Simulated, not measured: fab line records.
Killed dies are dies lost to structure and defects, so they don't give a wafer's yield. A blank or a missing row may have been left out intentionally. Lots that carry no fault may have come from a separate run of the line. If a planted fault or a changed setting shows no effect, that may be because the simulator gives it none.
Split-lot trial	flow ritCmos	23 wafers read across 5 lots, on a route 202 steps long

## ON THE SPLIT
At RIT_PWELL_COAT_01 (resist thk 1300 nm), the setting resistThkNm was moved away from the recipe's 1300 nm on 7 of the 23 wafers read, by -5.0% to +3.0%. All remaining wafers had this setting at the recipe value.

## FROM THE SPLIT TO THE READING: what the file shows between them, 3 steps
- RIT_PWELL_SOFTBAKE_02: time 60 s
- RIT_PWELL_EXPOSE_03: exposes mask M3, target cd 43700 nm
- RIT_PWELL_DEVELOP_05: develop time 68 s

## THE READING
NOVOLAK_of_PWELL_COAT_01.thkNm (the simulator's own value, which no gauge read), in nm, at RIT_PWELL_HARDBAKE_07 (time 120 s). The file gives no usual value for it. Here, 16 wafers ran the recipe; their average is 1139 nm with a standard deviation of 4 nm.

wafer	tool, chamber at the split	resistThkNm as run, nm	against the recipe	NOVOLAK_of_PWELL_COAT_01.thkNm, nm	against lot-mates on the recipe
L074.2	lithoTrack-03, 0	1300	recipe	1141	-
L074.3	lithoTrack-03, 0	1300	recipe	1141	-
L074.4	lithoTrack-03, 0	1300	recipe	1145	-
L074.5	lithoTrack-03, 0	1300	recipe	1137	-
L074.6	lithoTrack-03, 0	1300	recipe	1142	-
L076.1	lithoTrack-03, 0	1300	recipe	1144	-
L076.2	lithoTrack-03, 0	1300	recipe	1142	-
L076.3	lithoTrack-03, 0	1235	-5.0%	1085	-57
L076.4	lithoTrack-03, 0	1235	-5.0%	1088	-54
L076.6	lithoTrack-03, 0	1300	recipe	1141	-
L077.1	lithoTrack-02, 0	1238	-4.8%	1081	-52
L077.2	lithoTrack-02, 0	1238	-4.8%	1078	-55
L077.5	lithoTrack-02, 0	1238	-4.8%	1078	-55
L077.3	lithoTrack-02, 0	1300	recipe	1133	-
L077.6	lithoTrack-02, 0	1300	recipe	1133	-
L082.2	lithoTrack-03, 0	1339	+3.0%	1170	+31
L082.3	lithoTrack-03, 0	1300	recipe	1140	-
L082.6	lithoTrack-03, 0	1300	recipe	1140	-
L082.4	lithoTrack-03, 0	1339	+3.0%	1172	+33
L082.5	lithoTrack-03, 0	1300	recipe	1138	-
L083.1	lithoTrack-02, 0	1300	recipe	1132	-
L083.3	lithoTrack-02, 0	1300	recipe	1136	-
L083.4	lithoTrack-02, 0	1300	recipe	1134	-

THE FIT
A straight line over all 23 wafers: NOVOLAK_of_PWELL_COAT_01.thkNm changes by +11.5 nm for each +1% of resistThkNm; r = +0.99; the points scatter about the line by 4.3 nm.
The same after taking each lot's own level away (the mean of its wafers on the recipe; 23 wafers): +11.1 nm for each +1%; r = +1.00; scatter 1.8 nm.
Per that fit: largest resistThkNm move, reading shift of 56 nm.
Measured against the standard deviation above, the lots' own levels, which go from 1133.0 to 1142.3 nm, span 2.4 times it.
The two slopes are in agreement: the lot-to-lot level therefore moves the slope only a little.
Check: with one of the wafers moved furthest among these (-5.0%) left out of the fit, the line predicts -55.6 nm for it against its lot-mates. It came out at -57.3 nm against them.

## FURTHER SPLITS ON THESE WAFERS
Other splits were also applied to these wafers ahead of the reading. Each is held against what the fit with the lots' levels taken away leaves over:
other split on the same wafers	wafers away from the commonest value	r with NOVOLAK_of_PWELL_COAT_01.thkNm (lot level and that fit taken away)
RIT_ACTIVE_CVD_03 nh3FlowSccm	18	-0.10
RIT_ACTIVE_ETCH_13 rfW	10	-0.03
RIT_FOX1_WET_ETCH_02 timeS	18	-0.01

## THE WHOLE CHAIN: every reading that the file lists as answering this split, in the file's order
step	what it does	reading	change (the file's fit)	r (the file's)
RIT_PWELL_COAT_01	resist thk 1300 nm	NOVOLAK_of_PWELL_COAT_01.thkNm (the simulator's own value, which no gauge read)	+12.9 nm for each +1% of the setting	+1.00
RIT_PWELL_HARDBAKE_07	time 120 s	NOVOLAK_of_PWELL_COAT_01.thkNm (the simulator's own value, which no gauge read)	+11.1 nm for each +1% of the setting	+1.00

## FILE'S OWN FIT
NOVOLAK_of_PWELL_COAT_01.thkNm changes by +11.1 nm for each +1% of resistThkNm, r = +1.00.
